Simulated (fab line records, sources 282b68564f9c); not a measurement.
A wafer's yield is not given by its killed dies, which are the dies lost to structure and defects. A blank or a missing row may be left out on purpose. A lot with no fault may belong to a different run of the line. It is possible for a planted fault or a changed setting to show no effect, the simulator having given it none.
Which tool was responsible? -- flow rit cmos -- Sampling: 14 lots, 42 wafers, 3 of 202 route steps

WHAT EACH GAUGE READ, for each wafer
RIT_SILICIDE_RS_MEAS_02: measures by four-point-probe. Usual: for SILICIDE_TI_RS the level is 47.9 ohm/sq and the standard deviation is 0.58.
lot,measured,on,SILICIDE_TI_RS (ohm/sq),flag
L801,day 3 04:01,film metro-01,47.7 47.4 49.0,
L802,day 3 10:01,film metro-02,46.8 47.9 47.2,
L803,day 3 13:56,film metro-01,48.4 48.3 48.1,
L804,day 3 19:49,film metro-01,49.2 48.7 48.2,
L805,day 4 05:26,film metro-02,48.7 48.2 48.3,
L806,day 4 07:10,film metro-02,48.0 47.6 48.5,
L810,day 5 04:22,film metro-04,167.1 177.5 164.2,OFF
L812,day 5 19:53,film metro-04,173.1 170.8 179.6,OFF
L814,day 6 02:47,film metro-02,47.3 47.8 48.2,
L817,day 6 19:47,film metro-04,47.2 47.3 47.5,
L818,day 7 06:29,film metro-01,47.6 47.8 47.7,
L820,day 7 08:08,film metro-04,46.9 46.6 47.0,
L823,day 8 03:28,film metro-04,48.0 48.0 47.6,
L824,day 8 05:43,film metro-04,46.7 47.4 46.8,

RIT_SILICIDE_THK_MEAS_03: measures by xrf. Usual: for SILICIDE_TI_THK the level is 30.6 nm and the standard deviation is 0.33.
lot,measured,on,SILICIDE_TI_THK (nm),flag
L801,day 3 04:08,film metro-01,30.5 30.7 30.0,
L802,day 3 10:07,film metro-02,31.0 30.4 30.8,
L803,day 3 14:03,film metro-01,30.2 30.3 30.5,
L804,day 3 19:56,film metro-01,29.8 30.0 30.4,
L805,day 4 05:34,film metro-02,30.0 30.3 30.1,
L806,day 4 07:17,film metro-02,30.1 30.5 30.0,
L810,day 5 04:29,film metro-04,11.7 11.2 11.7,OFF
L812,day 5 20:00,film metro-04,11.4 11.5 11.1,OFF
L814,day 6 02:55,film metro-02,30.8 30.6 30.2,
L817,day 6 19:53,film metro-04,30.9 30.9 30.7,
L818,day 7 06:35,film metro-01,30.7 30.6 30.6,
L820,day 7 08:14,film metro-04,31.1 31.4 31.2,
L823,day 8 03:35,film metro-04,30.6 30.7 30.9,
L824,day 8 05:49,film metro-04,31.3 31.1 31.3,

TOOL THAT RAN EACH LOT (tool first, then ch and the chambers of the sampled wafers, then the start)
lot,RIT_SILICIDE_SPUTTER_01
L801,"pvd sputter-02, day 3 03:52"
L802,"pvd sputter-02, day 3 09:50"
L803,"pvd sputter-01, day 3 13:47"
L804,"pvd sputter-02, day 3 19:39"
L805,"pvd sputter-01, day 4 05:17"
L806,"pvd sputter-03, day 4 07:00"
L810,"pvd sputter-02, day 5 04:13"
L812,"pvd sputter-02, day 5 19:44"
L814,"pvd sputter-03, day 6 02:38"
L817,"pvd sputter-03, day 6 19:37"
L818,"pvd sputter-01, day 7 06:18"
L820,"pvd sputter-03, day 7 07:56"
L823,"pvd sputter-01, day 8 03:19"
L824,"pvd sputter-03, day 8 05:32"
- RIT_SILICIDE_SPUTTER_01: material Ti, target thk 30 nm, time 240 s.

AS READ BY THE TOOLS THEMSELVES (means over the sampled wafers that have a number; for cases with no such wafer, the mark the record gives instead)
RIT_SILICIDE_SPUTTER_01. Usual: substrate temp c 25.00 C, standard deviation 0.1; throttle valve pct 29.9 %, standard deviation 1.4.
lot,tool,substrate temp c (C),throttle valve pct (%),flag
L801,pvd sputter-02,25.04,29.9,
L802,pvd sputter-02,24.87,31.4,
L803,pvd sputter-01,25.08,29.6,
L804,pvd sputter-02,24.98,31.4,
L805,pvd sputter-01,24.94,29.8,
L806,pvd sputter-03,24.86,29.5,
L810,pvd sputter-02,24.94,31.4,
L812,pvd sputter-02,24.98,31.3,
L814,pvd sputter-03,25.09,29.6,
L817,pvd sputter-03,24.94,29.6,
L818,pvd sputter-01,24.97,29.1,
L820,pvd sputter-03,24.91,29.6,
L823,pvd sputter-01,24.98,29.7,
L824,pvd sputter-03,25.04,29.9,

THE ANSWER, worked out from the rows above alone
Rule: take the mean of a lot's wafers that have a number; if it is more than 3 standard deviations from the usual mean, the lot is off. A lot without any number at a reading at which 4 lots or more have one is off too. Any other lot the step has rows for is counted as sound. First the gauges in route order, then the tools' own readings, where a lot's mean is used as printed above. At the first step where some lot is off, the reading lying furthest off is the one used; lots without a number count as furthest.
Off: L810, L812, at RIT_SILICIDE_RS_MEAS_02 (SILICIDE_TI_RS).
If a tool, at a process step before that reading, ran all the lots that are off and no sound lot after the first of them, it fits. Those tools and the gauges at RIT_SILICIDE_RS_MEAS_02 are tried in the same way. One fits: RIT_SILICIDE_SPUTTER_01 on pvd sputter-02. Its last sound lot is L804 (day 3 19:39), its first lot that is off L810 (day 5 04:13): a fault that began between those two fits.

WHAT THE SIMULATOR HAD INSERTED
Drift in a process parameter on pvd sputter-02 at RIT_SILICIDE_SPUTTER_01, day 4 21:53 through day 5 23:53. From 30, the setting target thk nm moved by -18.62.
Shown lots that were struck: L810, L812. The rule above found the same.
